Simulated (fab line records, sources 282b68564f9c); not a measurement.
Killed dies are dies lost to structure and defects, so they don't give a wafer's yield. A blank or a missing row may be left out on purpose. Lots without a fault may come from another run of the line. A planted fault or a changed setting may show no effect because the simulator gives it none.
Split-lot experiment | flow rit_cmos | 5 lots, 23 wafers read, on a route of 202 steps

THE SPLIT
At RIT_M1_DEVELOP_08 (develop time 68 s), the setting develop_time_s was moved away from the recipe's 68 s on 10 of the 23 wafers read, by -9.2% to +10.6%. The other wafers ran this setting at the recipe's value.

FROM THE SPLIT TO THE READING: what the file shows between them, 5 steps
- RIT_M1_CD_MEAS_09: target cd 2600 nm
- RIT_M1_HARDBAKE_11: time 120 s (also split here: temp_c)
- RIT_M1_METAL_ETCH_12: etches Al in Cl2/BCl3, stops on SiO2, time 165 s, target depth 600 nm
- RIT_M1_STRIP_13: strips in nmp, time 600 s
- RIT_M1_STRIP_14: strips in O2, time 180 s

THE READING
cd_nm, in nm, at RIT_M1_CD_MEAS_90 (target cd 2600 nm). Fault-free wafers of this fab line usually give 2600.5 nm, standard deviation 2.5 nm.

wafer  | tool, chamber at the split | develop_time_s as run, s | against the recipe | cd_nm, nm | against lot-mates on the recipe
L074.1 | litho_track-01, 0          | 75.2                     | +10.6%             | 2590.4    | -12.0
L074.2 | litho_track-01, 0          | 68                       | recipe             | 2602.3    | -
L074.4 | litho_track-01, 0          | 68                       | recipe             | 2602.5    | -
L074.5 | litho_track-01, 0          | 75.2                     | +10.6%             | 2588.0    | -14.4
L074.6 | litho_track-01, 0          | 75.2                     | +10.6%             | 2591.9    | -10.5
L075.1 | litho_track-04, 0          | 73.41                    | +8.0%              | 2589.9    | -9.1
L075.2 | litho_track-04, 0          | 73.41                    | +8.0%              | 2590.8    | -8.2
L075.3 | litho_track-04, 0          | 68                       | recipe             | 2597.0    | -
L075.4 | litho_track-04, 0          | 68                       | recipe             | 2600.9    | -
L075.6 | litho_track-04, 0          | 68                       | recipe             | 2599.0    | -
L080.4 | litho_track-03, 0          | 68                       | recipe             | 2598.8    | -
L080.5 | litho_track-03, 0          | 68                       | recipe             | 2598.5    | -
L080.6 | litho_track-03, 0          | 68                       | recipe             | 2599.4    | -
L081.1 | litho_track-03, 0          | 72.74                    | +7.0%              | 2588.6    | -9.6
L081.2 | litho_track-03, 0          | 68                       | recipe             | 2599.8    | -
L081.3 | litho_track-03, 0          | 72.74                    | +7.0%              | 2589.6    | -8.6
L081.4 | litho_track-03, 0          | 68                       | recipe             | 2596.6    | -
L081.5 | litho_track-03, 0          | 72.74                    | +7.0%              | 2591.1    | -7.1
L085.1 | litho_track-03, 0          | 68                       | recipe             | 2604.7    | -
L085.2 | litho_track-03, 0          | 61.75                    | -9.2%              | 2612.0    | +8.6
L085.3 | litho_track-03, 0          | 68                       | recipe             | 2603.2    | -
L085.5 | litho_track-03, 0          | 61.75                    | -9.2%              | 2610.5    | +7.1
L085.6 | litho_track-03, 0          | 68                       | recipe             | 2602.4    | -

THE FIT
A straight line over all 23 wafers: cd_nm changes by -1.16 nm for each +1% of develop_time_s; r = -0.94; the points scatter about the line by 2.4 nm.
The same after taking each lot's own level away (the mean of its wafers on the recipe; 23 wafers): -1.06 nm for each +1%; r = -0.98; scatter 1.3 nm.
On that fit, the largest move of develop_time_s shifts the reading by 11 nm.
The lots' own levels span 2598.20 to 2603.43 nm, that is 2.1 times the standard deviation above.
So the lot-to-lot level changes the slope little: the two slopes agree.
Check: with one of the wafers moved furthest among these (+10.6%) left out of the fit, the line predicts -11.6 nm for it against its lot-mates. It came out at -12 nm against them.

OTHER SPLITS ON THESE WAFERS
These wafers also went through other splits before the reading. Each is held against what the fit with the lots' levels taken away leaves over:
other split on the same wafers     | wafers away from the commonest value | r with cd_nm (lot level and that fit taken away)
RIT_PLDD_IMPLANT_08 energy_kev     | 6                                    | +0.23
RIT_SPACER_CVD_03 temp_c           | 18                                   | -0.10
RIT_SDANNEAL_CLEAN_01 time_s       | 5                                    | -0.07
RIT_CONTACT_EXPOSE_05 dose_mj      | 12                                   | +0.12
RIT_CONTACT_ETCH_11 over_etch_frac | 9                                    | -0.28
RIT_M1_HARDBAKE_11 temp_c          | 9                                    | -0.16

THE WHOLE CHAIN: every reading that the file lists as answering this split, in the file's order
step              | what it does      | reading | change (the file's fit)               | r (the file's)
RIT_M1_CD_MEAS_09 | target cd 2600 nm | cd_nm   | -0.975 nm for each +1% of the setting | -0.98
RIT_M1_CD_MEAS_90 | target cd 2600 nm | cd_nm   | -1.06 nm for each +1% of the setting  | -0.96

THE FILE'S OWN FIT
cd_nm changes by -1.06 nm for each +1% of develop_time_s, r = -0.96.
